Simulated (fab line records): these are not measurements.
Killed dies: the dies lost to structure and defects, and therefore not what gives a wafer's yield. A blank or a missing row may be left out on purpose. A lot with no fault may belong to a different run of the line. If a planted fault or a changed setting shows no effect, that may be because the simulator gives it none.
Struck lot and sound lot, side by side + flow rit cmos + 18 out of 202 route steps
Sound: wafers L393.2, L393.4, L393.5. Wafers L395.1, L395.2, L395.5 were the ones struck. At the end, the cause is stated.
Order at every step that has rows: each side's tool, ch and its chambers, its first start. Under that, the readings that differ: sound wafers + struck wafers + difference of the means + sigmas: that difference in standard deviations of wafers without a fault.
alike: words and numbers the same on both sides, and readings whose means are apart by under 2 such deviations; not compared: readings that were withheld, readings missing a value for some wafer, numbers with overlapping values and no deviation given by the record, and bounds like >300 which may hide the same value.
Wherever a step has rows on one side only, a row that says differs or no value, or a row with sigmas, the two part there. When numbers do not overlap yet have no deviation, they are printed without sigmas and do not part them. Lack of a reading on every wafer of one side parts them only where that side has two or more wafers.

first, 4 steps without rows for these wafers: RIT_NRETRO_SOFTBAKE_02 (time 60 s); RIT_NRETRO_EXPOSE_03 (exposes mask M4, target cd 43900 nm); RIT_NRETRO_PEB_04; RIT_NRETRO_DEVELOP_05 (develop time 68 s).
RIT_NRETRO_OVL_MEAS_06:
  sound on overlay-02 at day 6 05:24; struck on overlay-02 at day 6 15:05
  alike: NRETRO_OVL
then, 2 steps without rows for these wafers: RIT_NRETRO_HARDBAKE_07 (time 120 s); RIT_NRETRO_IMPLANT_08.
RIT_NRETRO_STRIP_09: strips in O2, time 180 s.
  sound on plasma asher-04 ch 0,1, day 6 05:50; struck on plasma asher-02 ch 0,1, day 6 15:31
  alike: chamber pressure mTorr, drypump motor current A
  not compared: rf hours counter h
RIT_NRETRO_TW_MEAS_10:
  sound on film metro-02 at day 6 06:01; struck on film metro-04 at day 6 15:41
| reading   | sound          | struck         | difference | sigmas |
|-----------|----------------|----------------|------------|--------|
| NRETRO_TW | 1043 1042 1041 | 1057 1057 1059 | +16        | +3     |
then, 3 steps without rows for these wafers: RIT_PRETRO_HMDS_00 (prime time 60 s); RIT_PRETRO_COAT_01 (resist thk 1300 nm); RIT_PRETRO_SOFTBAKE_02 (time 60 s).
RIT_PRETRO_EXPOSE_03: exposes mask M5, target cd 43700 nm.
  sound on iline stepper-01 ch 0, day 6 06:40; struck on iline stepper-02 ch 0, day 6 16:19
| reading                        | sound                   | struck               | difference | sigmas |
|--------------------------------|-------------------------|----------------------|------------|--------|
| model.PRETRO.overlay x nm (nm) | -0.1218 -0.1218 -0.1218 | -150.4 -150.4 -150.4 | -150.3     |        |
  alike: mask, focus offset nm
then, 2 steps without rows for these wafers: RIT_PRETRO_PEB_04; RIT_PRETRO_DEVELOP_05 (develop time 68 s).
RIT_PRETRO_OVL_MEAS_06:
  sound on overlay-01 at day 6 07:05; struck on overlay-02 at day 6 16:45
| reading         | sound       | struck               | difference | sigmas      |
|-----------------|-------------|----------------------|------------|-------------|
| PRETRO_OVL (nm) | 0.2 2.1 0.4 | -150.4 -148.1 -147.3 | -149.5     | -99 or more |
then, 1 step without rows for these wafers: RIT_PRETRO_HARDBAKE_07 (time 120 s).
RIT_M1_PROBE_99:
  sound on prober-02 at day 7 08:37; struck on prober-02 at day 7 20:53
| reading                                    | sound                | struck               | difference | sigmas |
|--------------------------------------------|----------------------|----------------------|------------|--------|
| model.etest.retro edge pmos.off log10 a um | -10.35 -10.54 -10.44 | -9.132 -9.256 -9.252 | +1.230     |        |
| model.etest.retro edge nmos.off log10 a um | -9.906 -10.01 -10.08 | -9.391 -9.449 -9.66  | +0.499     |        |
  alike: killed at contacts, killed at front end, killed dies, killed open, killed short

== WHERE THEY PART ==
At RIT_NRETRO_TW_MEAS_10 first; at RIT_PRETRO_OVL_MEAS_06 last (within this record only). Later steps at which nothing parts them and some readings are alike: RIT_M1_PROBE_99.

WHY: what had been put in by the simulator
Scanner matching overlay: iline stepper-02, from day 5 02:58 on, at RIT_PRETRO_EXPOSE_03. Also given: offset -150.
